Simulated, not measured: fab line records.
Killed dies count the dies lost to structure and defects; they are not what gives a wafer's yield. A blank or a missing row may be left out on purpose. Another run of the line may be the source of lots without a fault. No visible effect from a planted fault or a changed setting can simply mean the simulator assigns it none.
Which tool was responsible? | flow ritCmos | 14 lots with 42 wafers sampled at 8 steps, on a route of 202 steps

== WHAT THE GAUGES SHOWED, per wafer ==
RIT_PLDD_OVL_MEAS_06.
lot  | measured    | on         | PLDD_OVL (nm)
L198 | day 3 05:19 | overlay-02 | 1.0 -1.9 -0.5
L199 | day 3 10:02 | overlay-01 | -2.0 -0.3 0.6
L200 | day 3 10:16 | overlay-02 | -1.3 -1.3 -2.3
L203 | day 4 01:52 | overlay-02 | -2.2 0.0 -1.1
L204 | day 4 04:30 | overlay-02 | 0.9 -0.3 -2.6
L205 | day 4 08:27 | overlay-01 | 0.6 -0.4 -0.3
L206 | day 4 17:04 | overlay-02 | 0.5 0.3 0.2
L207 | day 5 04:41 | overlay-01 | 0.6 -0.8 1.6
L208 | day 5 09:59 | overlay-02 | -0.5 -1.9 0.1
L210 | day 5 23:59 | overlay-01 | 0.9 -0.3 -0.7
L215 | day 6 23:56 | overlay-02 | 0.2 0.8 -2.5
L216 | day 7 00:11 | overlay-02 | -0.9 1.0 -1.6
L217 | day 7 04:53 | overlay-02 | 1.4 -1.0 0.6
L221 | day 7 20:16 | overlay-02 | -0.4 -0.5 -1.6

RIT_SPACER_THK_MEAS_04.
lot  | measured    | on           | SPACER_NITRIDE_THK (nm)
L198 | day 3 08:11 | filmMetro-02 | 249.7 247.0 247.3
L199 | day 3 13:07 | filmMetro-03 | 249.4 249.7 250.8
L200 | day 3 13:27 | filmMetro-02 | 247.0 248.3 249.0
L203 | day 4 04:44 | filmMetro-01 | 247.3 248.7 249.9
L204 | day 4 07:23 | filmMetro-01 | 245.6 247.3 245.7
L205 | day 4 11:28 | filmMetro-03 | 245.2 245.7 247.0
L206 | day 4 20:05 | filmMetro-01 | 246.2 246.5 245.7
L207 | day 5 07:40 | filmMetro-01 | 245.2 244.4 244.4
L208 | day 5 12:53 | filmMetro-02 | 250.8 248.4 249.3
L210 | day 6 02:53 | filmMetro-02 | 248.3 248.2 247.1
L215 | day 7 02:49 | filmMetro-02 | 247.1 247.7 250.2
L216 | day 7 03:04 | filmMetro-03 | 248.9 244.3 247.9
L217 | day 7 07:48 | filmMetro-03 | 239.0 243.9 239.7
L221 | day 7 23:08 | filmMetro-03 | 244.4 243.9 246.9

RIT_SDANNEAL_RS_MEAS_04: the measuring method here is four-point-probe.
lot  | measured    | on           | PSD_RS (ohm/sq)
L198 | day 3 11:57 | filmMetro-04 | 115.63 116.02 116.03
L199 | day 3 17:16 | filmMetro-04 | 116.05 116.06 115.99
L200 | day 3 17:22 | filmMetro-03 | 115.75 116.16 116.00
L203 | day 4 08:29 | filmMetro-02 | 116.10 115.75 115.91
L204 | day 4 11:15 | filmMetro-02 | 116.36 115.91 116.32
L205 | day 4 15:19 | filmMetro-03 | 115.70 115.93 116.23
L206 | day 4 23:44 | filmMetro-04 | 116.28 116.50 116.00
L207 | day 5 11:09 | filmMetro-02 | 116.41 116.27 115.99
L208 | day 5 16:38 | filmMetro-04 | 116.22 116.39 115.86
L210 | day 6 06:46 | filmMetro-03 | 116.04 115.90 115.97
L215 | day 7 06:48 | filmMetro-04 | 116.35 116.16 115.90
L216 | day 7 07:14 | filmMetro-02 | 98.03 97.98 98.03
L217 | day 7 11:56 | filmMetro-02 | 98.26 97.95 97.99
L221 | day 8 02:50 | filmMetro-02 | 115.99 115.82 115.75

RIT_SDANNEAL_RS_MEAS_05: the measuring method here is four-point-probe.
lot  | measured    | on           | NSD_RS (ohm/sq)
L198 | day 3 12:04 | filmMetro-04 | 83.95 84.52 84.17
L199 | day 3 17:23 | filmMetro-04 | 84.71 84.54 84.52
L200 | day 3 17:29 | filmMetro-03 | 84.42 84.44 84.33
L203 | day 4 08:37 | filmMetro-02 | 84.39 84.41 84.39
L204 | day 4 11:22 | filmMetro-02 | 84.56 84.64 84.82
L205 | day 4 15:26 | filmMetro-03 | 83.87 83.95 83.79
L206 | day 4 23:51 | filmMetro-04 | 84.57 84.74 84.68
L207 | day 5 11:16 | filmMetro-02 | 84.31 84.46 84.47
L208 | day 5 16:46 | filmMetro-04 | 84.61 84.48 84.66
L210 | day 6 06:53 | filmMetro-03 | 84.04 84.23 84.19
L215 | day 7 06:55 | filmMetro-04 | 84.66 84.37 84.54
L216 | day 7 07:21 | filmMetro-02 | 81.55 81.60 81.69
L217 | day 7 12:04 | filmMetro-02 | 81.59 81.61 81.95
L221 | day 8 02:57 | filmMetro-02 | 84.43 84.86 84.17

RIT_SDANNEAL_RS_MEAS_06: the measuring method here is four-point-probe.
lot  | measured    | on           | PLDD_RS (ohm/sq)
L198 | day 3 12:11 | filmMetro-04 | 178.5 178.2 178.9
L199 | day 3 17:30 | filmMetro-04 | 178.4 178.8 179.0
L200 | day 3 17:37 | filmMetro-03 | 179.3 178.8 178.9
L203 | day 4 08:44 | filmMetro-02 | 179.1 178.2 178.6
L204 | day 4 11:29 | filmMetro-02 | 178.7 178.6 178.9
L205 | day 4 15:34 | filmMetro-03 | 178.6 178.8 178.4
L206 | day 4 23:58 | filmMetro-04 | 178.5 178.8 178.8
L207 | day 5 11:23 | filmMetro-02 | 179.4 179.3 179.0
L208 | day 5 16:53 | filmMetro-04 | 180.0 179.2 179.3
L210 | day 6 07:01 | filmMetro-03 | 178.7 178.7 178.2
L215 | day 7 07:02 | filmMetro-04 | 179.1 179.0 178.9
L216 | day 7 07:28 | filmMetro-02 | 162.0 162.5 161.9
L217 | day 7 12:11 | filmMetro-02 | 162.0 161.8 162.6
L221 | day 8 03:04 | filmMetro-02 | 179.6 179.5 179.2

RIT_SDANNEAL_RS_MEAS_07: the measuring method here is four-point-probe.
lot  | measured    | on           | NLDD_RS (ohm/sq)
L198 | day 3 12:19 | filmMetro-04 | 152.5 152.7 152.0
L199 | day 3 17:37 | filmMetro-04 | 153.2 152.8 152.8
L200 | day 3 17:44 | filmMetro-03 | 152.9 153.2 153.3
L203 | day 4 08:51 | filmMetro-02 | 152.9 153.2 153.5
L204 | day 4 11:37 | filmMetro-02 | 152.1 152.9 153.3
L205 | day 4 15:41 | filmMetro-03 | 151.7 152.0 152.0
L206 | day 5 00:05 | filmMetro-04 | 153.7 154.2 154.0
L207 | day 5 11:31 | filmMetro-02 | 152.3 152.0 152.4
L208 | day 5 17:00 | filmMetro-04 | 152.0 152.1 151.4
L210 | day 6 07:08 | filmMetro-03 | 152.1 151.9 151.6
L215 | day 7 07:10 | filmMetro-04 | 152.8 152.3 152.4
L216 | day 7 07:35 | filmMetro-02 | 150.6 150.2 150.2
L217 | day 7 12:18 | filmMetro-02 | 149.2 149.5 149.6
L221 | day 8 03:11 | filmMetro-02 | 152.8 152.5 152.4

RIT_SILICIDE_THK_MEAS_03: measures by xrf.
lot  | measured    | on           | SILICIDE_TI_THK (nm)
L198 | day 3 12:42 | filmMetro-04 | 30.7 30.9 30.6
L199 | day 3 18:01 | filmMetro-04 | 30.6 30.3 30.5
L200 | day 3 18:08 | filmMetro-01 | 29.9 29.7 30.1
L203 | day 4 09:14 | filmMetro-01 | 30.1 29.8 29.8
L204 | day 4 12:00 | filmMetro-04 | 29.8 30.0 30.2
L205 | day 4 16:04 | filmMetro-01 | 30.9 30.8 30.9
L206 | day 5 00:29 | filmMetro-01 | 30.0 29.7 29.7
L207 | day 5 11:55 | filmMetro-03 | 30.7 30.7 30.4
L208 | day 5 17:23 | filmMetro-03 | 30.5 30.3 30.2
L210 | day 6 07:32 | filmMetro-01 | 30.4 30.0 30.6
L215 | day 7 07:32 | filmMetro-03 | 30.3 29.9 29.8
L216 | day 7 07:59 | filmMetro-01 | 30.4 30.2 30.2
L217 | day 7 12:43 | filmMetro-03 | 29.8 29.9 29.4
L221 | day 8 03:35 | filmMetro-01 | 30.0 30.1 30.2

== WHAT TOOL EACH LOT RAN ON (gives the tool, then ch and the chambers of the sampled wafers, and finally the start) ==
lot  | RIT_SDANNEAL_RTA_03
L198 | rtpAnneal-02 ch 0, day 3 11:53
L199 | rtpAnneal-01 ch 0, day 3 17:12
L200 | rtpAnneal-02 ch 0, day 3 17:19
L203 | rtpAnneal-01 ch 0, day 4 08:25
L204 | rtpAnneal-01 ch 0, day 4 11:10
L205 | rtpAnneal-01 ch 0, day 4 15:14
L206 | rtpAnneal-02 ch 0, day 4 23:40
L207 | rtpAnneal-01 ch 0, day 5 11:05
L208 | rtpAnneal-02 ch 0, day 5 16:34
L210 | rtpAnneal-02 ch 0, day 6 06:43
L215 | rtpAnneal-01 ch 0, day 7 06:43
L216 | rtpAnneal-02 ch 0, day 7 07:09
L217 | rtpAnneal-02 ch 0, day 7 11:53
L221 | rtpAnneal-01 ch 0, day 8 02:46
- RIT_SDANNEAL_RTA_03: time 5 s.

== AS READ BY THE TOOLS THEMSELVES (means over the sampled wafers that have a number; for cases with no such wafer, the mark the record gives instead) ==
RIT_SDANNEAL_RTA_03.
lot  | tool         | rampUpCPerS | wafer_temp_C_max
L198 | rtpAnneal-02 | 341.99      | 1053.3
L199 | rtpAnneal-01 | 341.97      | 1053.8
L200 | rtpAnneal-02 | 342.04      | 1053.6
L203 | rtpAnneal-01 | 342.01      | 1055.6
L204 | rtpAnneal-01 | 341.90      | 1052.5
L205 | rtpAnneal-01 | 342.07      | 1052.4
L206 | rtpAnneal-02 | 342.00      | 1053.5
L207 | rtpAnneal-01 | 342.03      | 1053.4
L208 | rtpAnneal-02 | 341.96      | 1053.3
L210 | rtpAnneal-02 | 341.98      | 1053.9
L215 | rtpAnneal-01 | 341.95      | 1053.1
L216 | rtpAnneal-02 | 341.97      | 1052.9
L217 | rtpAnneal-02 | 341.99      | 1054.7
L221 | rtpAnneal-01 | 341.98      | 1052.1

== THE ANSWER, worked out from the rows above alone ==
Rule: usual is defined by the lots themselves. Put in order of their means at a reading, lots are off if they are a third of the lots or fewer, leave a main group of 4 or more, and stand apart from it by a gap of 3 or more times the standard deviation of the main group's means; of several such gaps the widest counts. A main group is skipped when, at the precision printed for the reading in the tables above, its means are all equal. Also off: a lot with no number at a reading for which 4 or more lots have one. Any other lot the step has rows for is counted as sound. Order of review: gauges by route order, followed by the tools' own readings, for which a lot's mean as printed above is used. At the first step where some lot is off, the reading lying furthest off is the one used; lots without a number count as furthest.
Off: L216, L217, at RIT_SDANNEAL_RS_MEAS_04 (PSD_RS). The main group: mean 116.05 ohm/sq, standard deviation 0.13.
If a tool, at a process step before that reading, ran all the lots that are off and no sound lot after the first of them, it fits. Those tools and the gauges at RIT_SDANNEAL_RS_MEAS_04 are tried in the same way. One fits: RIT_SDANNEAL_RTA_03 on rtpAnneal-02. A fault onset in the window from L210 (day 6 06:43, its last sound lot) to L216 (day 7 07:09, its first lot off) fits.

== WHAT THE SIMULATOR PUT IN ==
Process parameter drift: rtpAnneal-02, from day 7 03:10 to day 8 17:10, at RIT_SDANNEAL_RTA_03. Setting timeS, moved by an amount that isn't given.
Shown lots that were struck: L216, L217. The rule above reached the same finding.
